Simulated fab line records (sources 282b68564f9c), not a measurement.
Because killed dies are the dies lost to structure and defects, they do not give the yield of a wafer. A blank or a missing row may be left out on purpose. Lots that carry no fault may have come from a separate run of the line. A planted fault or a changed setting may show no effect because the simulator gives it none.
One fault seen from 2 desks ; flow ritCmos ; every desk sees just its own numbers, and what lay behind them comes last

FOR THE TOOL OWNER'S DESK: wetBench-04
The tool's own readings at RIT_CONTACT_CLEAN_13 (cleans in SC1, time 600 s): means of the sampled wafers that have a number, for each lot that ran on this tool. A lot is out of limits, marked OUT, if its mean lies more than 4 standard deviations from the usual mean; the brackets give that distance.
Columns: A = bathGuardTempC at RIT_CONTACT_CLEAN_13, usual 74.2 C; B = bathHeatDutyPct at RIT_CONTACT_CLEAN_13, usual 14.5 %
lot;first seen here;A;B
L223;day 6 23:30;74.6;12.7
L225;day 7 05:38;74.6;13.0
L226;day 7 13:36;74.6;12.3
L227;day 7 19:38;74.6;11.9
This desk's finding: nothing out of limits on any of the 4 lots.

METROLOGY DESK
Lot by lot, what the gauges showed, no matter which tool ran the lot: averages of those sampled wafers that carry a number. A lot is out of limits, marked OUT, if its mean lies more than 4 standard deviations from the usual mean; the brackets give that distance.
Columns: A = NWELL_OVL at RIT_NWELL_OVL_MEAS_06, usual 0.9 nm; B = M1_OVL at RIT_M1_OVL_MEAS_10, usual 0.6 nm
lot;first seen here;A;B
L207;day 2 02:11;0.9;-0.2
L209;day 2 13:08;0.2;0.4
L211;day 2 22:42;2.8;-0.5
L217;day 4 08:43;0.7;0.7
L218;day 4 09:27;0.9;-0.5
L219;day 4 15:48;-0.2;2.9
L220;day 4 21:56;1.2;0.0
L222;day 5 05:52;3.0;0.4
L223;day 5 12:12;1.7;-1.1
L224;day 5 18:51;1.9;-0.2
L225;day 5 20:49;0.6;0.7
L226;day 6 00:59;1.7;0.4
L227;day 6 07:52;-1.8;0.2
L228;day 6 12:32;0.6;1.4
This desk's finding: nothing out of limits on any of the 14 lots.

PUT TOGETHER
The tool owner's desk saw nothing out of limits.
Metrology desk: nothing out of limits seen.

WHAT HAD BEEN PUT IN BY THE SIMULATOR
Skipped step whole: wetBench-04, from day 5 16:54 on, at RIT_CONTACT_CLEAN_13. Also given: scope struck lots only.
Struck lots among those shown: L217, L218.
